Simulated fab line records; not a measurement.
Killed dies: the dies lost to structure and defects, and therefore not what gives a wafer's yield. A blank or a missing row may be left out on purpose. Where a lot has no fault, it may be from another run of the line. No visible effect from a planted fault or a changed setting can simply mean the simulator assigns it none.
Struck lot and sound lot, side by side -- flow rit_cmos -- 14 steps out of a route of 202
Sound: the wafers L840.1, L840.4, L840.5. The struck wafers were L832.1, L832.2, L832.5. At the end, the cause is stated.
Order at every step that has rows: each side's tool, ch and its chambers, its first start. Under that, the readings that differ: sound wafers -- struck wafers -- difference of the means -- sigmas: that difference in standard deviations of wafers without a fault.
alike: readings whose means differ by less than 2 such deviations, and words and numbers that are the same on both sides. not compared: withheld readings, readings that some wafer has no value for, bounds like >300 that may hide the same value, and numbers for which the record gives no deviation and whose values overlap.
Wherever a step has rows on one side only, a row that says differs or no value, or a row with sigmas, the two part there. When numbers do not overlap yet have no deviation, they are printed without sigmas and do not part them. A reading that every wafer of one side lacks parts them only if that side has two wafers or more.

first, 4 steps without rows for these wafers: RIT_NRETRO_SOFTBAKE_02 (time 60 s); RIT_NRETRO_EXPOSE_03 (exposes mask M4, target cd 43900 nm); RIT_NRETRO_PEB_04; RIT_NRETRO_DEVELOP_05 (develop time 68 s).
RIT_NRETRO_OVL_MEAS_06:
  sound on overlay-02 at day 7 08:27; struck on overlay-02 at day 5 08:52
reading,sound,struck,difference,sigmas
NRETRO_OVL (nm),2.5 1.4 2.8,0.0 -0.8 -2.1,-3.2,-2
then, 2 steps without rows for these wafers: RIT_NRETRO_HARDBAKE_07 (time 120 s); RIT_NRETRO_IMPLANT_08.
RIT_NRETRO_STRIP_09: strips in O2, time 180 s.
  sound on plasma_asher-03 ch 0,1, day 7 08:53; struck on plasma_asher-02 ch 0,1, day 5 09:19
  alike: drypump_motor_current_A
  not compared: rf_hours_counter_h
RIT_NRETRO_TW_MEAS_10:
  sound on film_metro-04 at day 7 09:04; struck on film_metro-02 at day 5 09:29
  alike: NRETRO_TW
then, 3 steps without rows for these wafers: RIT_PRETRO_HMDS_00 (prime time 60 s); RIT_PRETRO_COAT_01 (resist thk 1300 nm); RIT_PRETRO_SOFTBAKE_02 (time 60 s).
RIT_PRETRO_EXPOSE_03: exposes mask M5, target cd 43700 nm.
  sound on iline_stepper-01 ch 0, day 7 09:34; struck on iline_stepper-01, day 5 09:59
  no value came back on the struck wafers for exposure_dose_mJ_cm2, focus_offset_nm (nm), na; on the sound wafers exposure_dose_mJ_cm2 reads 249.96 249.84 250.15
  alike: mask
following that, these wafers have no rows for 1 step: RIT_PRETRO_PEB_04.

## WHERE THEY PART
Last at RIT_PRETRO_EXPOSE_03 as far as this record goes, first at RIT_NRETRO_OVL_MEAS_06.

WHY: what the simulator had put in
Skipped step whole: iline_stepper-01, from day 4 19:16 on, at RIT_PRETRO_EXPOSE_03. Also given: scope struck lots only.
